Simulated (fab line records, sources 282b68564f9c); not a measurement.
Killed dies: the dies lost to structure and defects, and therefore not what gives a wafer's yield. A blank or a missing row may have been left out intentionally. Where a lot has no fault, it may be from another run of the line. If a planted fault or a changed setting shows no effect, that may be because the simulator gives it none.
The tool behind it: which one? ; flow rit cmos ; 13 lots, 39 wafers sampled, at 2 steps of a route of 202

WHAT EACH GAUGE READ, for each wafer
RIT_CONTACT_THK_MEAS_01.
lot;measured;on;CONTACT_TEOS_THK (nm)
L766;day 3 07:46;film metro-03;403 399 409
L767;day 3 13:25;film metro-03;400 403 409
L768;day 3 17:58;film metro-04;407 396 407
L769;day 3 19:40;film metro-04;399 394 408
L770;day 4 03:24;film metro-02;397 403 407
L772;day 4 11:05;film metro-04;409 400 404
L775;day 5 01:23;film metro-03;389 401 394
L777;day 5 10:41;film metro-02;393 403 393
L778;day 5 20:00;film metro-03;399 393 407
L779;day 5 22:40;film metro-03;397 390 396
L780;day 6 05:06;film metro-02;393 395 392
L783;day 6 16:40;film metro-04;397 394 400
L787;day 7 13:34;film metro-04;399 404 500

WHICH TOOL RAN EACH LOT (tool, then ch and the chambers of the sampled wafers, then the start)
lot;RIT_CONTACT_CVD_00
L766;pecvd-03 ch 0,1, day 3 07:43
L767;pecvd-02 ch 0,2, day 3 13:22
L768;pecvd-04 ch 0,1,2, day 3 17:54
L769;pecvd-03 ch 0,1,2, day 3 19:37
L770;pecvd-02 ch 1,2, day 4 03:20
L772;pecvd-02 ch 0,1,2, day 4 11:02
L775;pecvd-02 ch 0,1, day 5 01:20
L777;pecvd-04 ch 0,1, day 5 10:37
L778;pecvd-02 ch 0,1,2, day 5 19:56
L779;pecvd-03 ch 0,1,2, day 5 22:37
L780;pecvd-04 ch 1,2, day 6 05:03
L783;pecvd-04 ch 1,2, day 6 16:37
L787;pecvd-02 ch 0,2, day 7 13:30
- RIT_CONTACT_CVD_00: deposits SiO2 from TEOS, target thk 400 nm, time 61 s.

AS READ BY THE TOOLS THEMSELVES (means over the sampled wafers that have a number; for cases with no such wafer, the mark the record gives instead)
RIT_CONTACT_CVD_00.
lot;tool;heater power w (W)
L766;pecvd-03;335
L767;pecvd-02;369
L768;pecvd-04;317
L769;pecvd-03;308
L770;pecvd-02;339
L772;pecvd-02;347
L775;pecvd-02;298
L777;pecvd-04;302
L778;pecvd-02;333
L779;pecvd-03;320
L780;pecvd-04;298
L783;pecvd-04;298
L787;pecvd-02;340

THE ANSWER, worked out from the rows above alone
Rule: the lots themselves supply what counts as usual. Put in order of their means at a reading, lots are off if they are a third of the lots or fewer, leave a main group of 4 or more, and stand apart from it by a gap of 3 or more times the standard deviation of the main group's means; of several such gaps the widest counts. Not used: any main group whose means are identical at the precision the tables above print for the reading. Also off: a lot with no number at a reading for which 4 or more lots have one. The other lots that the step has rows for count as sound. First the gauges in route order, then the tools' own readings, where a lot's mean is used as printed above. The first step at which some lot is off is used, and at that step the reading that is off furthest; a lot without a number counts as furthest.
Off: L787, at RIT_CONTACT_THK_MEAS_01 (CONTACT_TEOS_THK). The main group has a mean of 399 nm with a standard deviation of 4.
If a tool, at a process step before that reading, ran all the lots that are off and no sound lot after the first of them, it fits. The gauges at RIT_CONTACT_THK_MEAS_01 are tried like those tools. Can't be told from this: 2 tools fit, pecvd-02 at RIT_CONTACT_CVD_00, film metro-04 at RIT_CONTACT_THK_MEAS_01.

WHAT WAS PUT IN BY THE SIMULATOR
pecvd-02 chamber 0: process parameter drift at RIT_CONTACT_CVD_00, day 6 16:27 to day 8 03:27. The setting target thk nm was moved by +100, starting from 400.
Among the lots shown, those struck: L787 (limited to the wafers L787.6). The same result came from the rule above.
